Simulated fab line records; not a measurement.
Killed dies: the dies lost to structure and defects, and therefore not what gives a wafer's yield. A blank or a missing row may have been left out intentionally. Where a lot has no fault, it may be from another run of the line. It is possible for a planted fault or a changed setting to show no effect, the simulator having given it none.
Chamber matching / flow berkeley cmos170 / UCB170_M3_ETCH_17 on rie diel-03 has 4 sister chambers
The step etches BARC in N2/H2. 14 wafers are shown with their chamber, then 7 later ones without.

## WAFERS, EACH WITH ITS CHAMBER
wafer=L123.3; chamber=2; drypump motor current A (A)=5.6; throttle valve pct (%)=13.35; oes product au (a.u.)=1.019
wafer=L123.4; chamber=3; drypump motor current A (A)=6.5; throttle valve pct (%)=13.46; oes product au (a.u.)=0.990
wafer=L123.5; chamber=3; drypump motor current A (A)=6.6; throttle valve pct (%)=13.48; oes product au (a.u.)=0.997
wafer=L124.1; chamber=3; drypump motor current A (A)=6.6; throttle valve pct (%)=13.49; oes product au (a.u.)=0.987
wafer=L124.2; chamber=1; drypump motor current A (A)=5.3; throttle valve pct (%)=13.26; oes product au (a.u.)=1.007
wafer=L124.5; chamber=0; drypump motor current A (A)=5.3; throttle valve pct (%)=13.27; oes product au (a.u.)=0.980
wafer=L125.1; chamber=0; drypump motor current A (A)=5.3; throttle valve pct (%)=13.27; oes product au (a.u.)=0.981
wafer=L125.3; chamber=1; drypump motor current A (A)=5.4; throttle valve pct (%)=13.23; oes product au (a.u.)=0.994
wafer=L125.5; chamber=1; drypump motor current A (A)=5.4; throttle valve pct (%)=13.24; oes product au (a.u.)=1.005
wafer=L132.2; chamber=1; drypump motor current A (A)=5.3; throttle valve pct (%)=13.24; oes product au (a.u.)=1.002
wafer=L132.4; chamber=2; drypump motor current A (A)=5.6; throttle valve pct (%)=13.35; oes product au (a.u.)=1.012
wafer=L132.5; chamber=0; drypump motor current A (A)=5.3; throttle valve pct (%)=13.27; oes product au (a.u.)=0.976
wafer=L139.3; chamber=0; drypump motor current A (A)=5.3; throttle valve pct (%)=13.28; oes product au (a.u.)=0.986
wafer=L139.4; chamber=3; drypump motor current A (A)=6.5; throttle valve pct (%)=13.48; oes product au (a.u.)=0.999

SIGNATURES (averages over the wafers above)
reading=drypump motor current A; chamber 0=5.300; chamber 1=5.350; chamber 2=5.600; chamber 3=6.550; scatter within a chamber=0.0447
reading=throttle valve pct; chamber 0=13.2725; chamber 1=13.2425; chamber 2=13.3500; chamber 3=13.4775; scatter within a chamber=0.0101
reading=oes product au; chamber 0=0.98075; chamber 1=1.00200; chamber 2=1.01550; chamber 3=0.99325; scatter within a chamber=0.0052
Rule: a wafer lies at a distance from a chamber equal to the root of the sum of squares, over the readings, of (its reading less the chamber's mean, divided by the reading's scatter). If the next closest chamber is less than 2 further off than the closest, the wafer can't be placed; otherwise it belongs to the closest. The scatter: take each reading less its chamber's mean, square it, sum over the shown wafers, divide by the number of wafers less the number of chambers, and take the root.

## WAFERS WITH NO CHAMBER GIVEN
wafer=L139.5; drypump motor current A (A)=5.3; throttle valve pct (%)=13.24; oes product au (a.u.)=1.003
wafer=L141.3; drypump motor current A (A)=5.6; throttle valve pct (%)=13.35; oes product au (a.u.)=1.009
wafer=L141.4; drypump motor current A (A)=5.6; throttle valve pct (%)=13.36; oes product au (a.u.)=1.016
wafer=L141.5; drypump motor current A (A)=5.3; throttle valve pct (%)=13.30; oes product au (a.u.)=0.985
wafer=L143.3; drypump motor current A (A)=5.4; throttle valve pct (%)=13.25; oes product au (a.u.)=1.007
wafer=L143.4; drypump motor current A (A)=6.6; throttle valve pct (%)=13.47; oes product au (a.u.)=1.008
wafer=L143.5; drypump motor current A (A)=5.4; throttle valve pct (%)=13.22; oes product au (a.u.)=0.999

## EACH ONE'S CHAMBER
wafer=L139.5; from the rows above=1; in truth=1
wafer=L141.3; from the rows above=2; in truth=2
wafer=L141.4; from the rows above=2; in truth=2
wafer=L141.5; from the rows above=0; in truth=0
wafer=L143.3; from the rows above=1; in truth=1
wafer=L143.4; from the rows above=3; in truth=3
wafer=L143.5; from the rows above=1; in truth=1
Correct placement for 7 of the 7. From these rows, 0 cannot be placed. 0 placed wrongly.
